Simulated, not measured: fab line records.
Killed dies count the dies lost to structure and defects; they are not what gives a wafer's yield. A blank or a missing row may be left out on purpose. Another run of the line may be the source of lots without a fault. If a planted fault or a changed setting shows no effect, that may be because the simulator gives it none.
A sampling plan put to the test | flow ritCmos | each of the 10 faults these records tell of, on one fab line, judged from the records of the lots it struck
The plan consists of the line's own looks: route steps at which the wafer is read by a gauge or an inspection but not changed. A look can be judged if struck wafers have a number there and the file gives its usual mean and standard deviation on fault-free wafers. Caught: at a look after the fault's first step, the mean of the struck wafers lies 4 or more of those standard deviations (sigma) from the usual mean. On the tool: the test repeated on the tool's own readings taken at the fault's steps. A different recipe on the struck wafers counts as caught too, as does a record blank only for those wafers.

== THE FAULTS, as the simulator had put them in ==
1. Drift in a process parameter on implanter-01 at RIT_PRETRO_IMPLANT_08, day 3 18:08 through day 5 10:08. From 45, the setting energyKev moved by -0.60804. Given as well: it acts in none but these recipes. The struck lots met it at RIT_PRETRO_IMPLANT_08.
2. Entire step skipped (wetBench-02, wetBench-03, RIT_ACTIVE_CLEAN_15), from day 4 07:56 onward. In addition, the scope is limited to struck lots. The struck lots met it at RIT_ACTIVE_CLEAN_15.
3. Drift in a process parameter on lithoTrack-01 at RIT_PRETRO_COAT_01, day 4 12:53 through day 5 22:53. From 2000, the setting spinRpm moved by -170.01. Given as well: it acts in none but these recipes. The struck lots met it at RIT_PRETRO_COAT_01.
4. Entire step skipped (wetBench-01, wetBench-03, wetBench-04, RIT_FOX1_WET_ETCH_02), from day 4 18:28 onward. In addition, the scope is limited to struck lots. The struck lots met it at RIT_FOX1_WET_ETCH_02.
5. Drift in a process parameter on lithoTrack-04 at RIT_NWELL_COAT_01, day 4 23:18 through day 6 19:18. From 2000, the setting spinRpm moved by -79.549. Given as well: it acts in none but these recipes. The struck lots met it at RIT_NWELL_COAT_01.
6. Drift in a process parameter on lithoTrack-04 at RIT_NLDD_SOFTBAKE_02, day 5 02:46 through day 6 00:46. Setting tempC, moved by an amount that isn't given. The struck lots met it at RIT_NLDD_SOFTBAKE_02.
7. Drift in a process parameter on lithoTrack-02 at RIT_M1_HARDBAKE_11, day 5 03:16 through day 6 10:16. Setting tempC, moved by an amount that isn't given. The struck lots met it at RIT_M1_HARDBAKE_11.
8. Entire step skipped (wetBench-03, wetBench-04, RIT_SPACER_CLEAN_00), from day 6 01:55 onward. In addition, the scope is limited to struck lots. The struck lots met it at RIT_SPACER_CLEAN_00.
9. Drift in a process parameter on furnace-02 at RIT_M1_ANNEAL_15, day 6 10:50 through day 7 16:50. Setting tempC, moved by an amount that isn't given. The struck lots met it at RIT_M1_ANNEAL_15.
10. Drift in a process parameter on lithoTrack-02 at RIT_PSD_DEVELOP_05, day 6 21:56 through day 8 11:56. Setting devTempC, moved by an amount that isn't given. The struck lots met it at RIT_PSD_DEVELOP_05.

== WHAT THE PLAN SAW ==
fault | on the tool itself                               | first look that catches it                      | reading, sigma | median hours from its first step to that look | hours from the fault's start to the first struck lot there | judged looks passed uncaught
1     | beamEnergyKeV -43 sigma                          | not the one look that can be judged after it    | -              | -                                             | -                                                          | 1
2     | the tool's record is blank for the struck wafers | none of the 2 looks that can be judged after it | -              | -                                             | -                                                          | 2
3     | spinSpeedRpm -99 or beyond sigma                 | none of the 2 looks that can be judged after it | -              | -                                             | -                                                          | 2
4     | the tool's record is blank for the struck wafers | no look after it can be judged                  | -              | -                                             | -                                                          | 0
5     | spinSpeedRpm -65 sigma                           | no look after it can be judged                  | -              | -                                             | -                                                          | 0
6     | heaterPowerTotalW +13 sigma                      | no look after it can be judged                  | -              | -                                             | -                                                          | 0
7     | heaterPowerTotalW -17 sigma                      | no look after it can be judged                  | -              | -                                             | -                                                          | 0
8     | the tool's record is blank for the struck wafers | no look after it can be judged                  | -              | -                                             | -                                                          | 0
9     | tubeCenterTempC -99 or beyond sigma              | no look after it can be judged                  | -              | -                                             | -                                                          | 0
10    | developerTempC -8.4 sigma                        | no look after it can be judged                  | -              | -                                             | -                                                          | 0
Dash: fault not caught, or number not given in these records.

Caught at a look: 0 of 10. Caught on the tool: 10 of 10. By one or the other: 10 of 10.
On the tool alone, faults 1, 2, 3, 4, 5, 6, 7, 8, 9, 10 were caught.
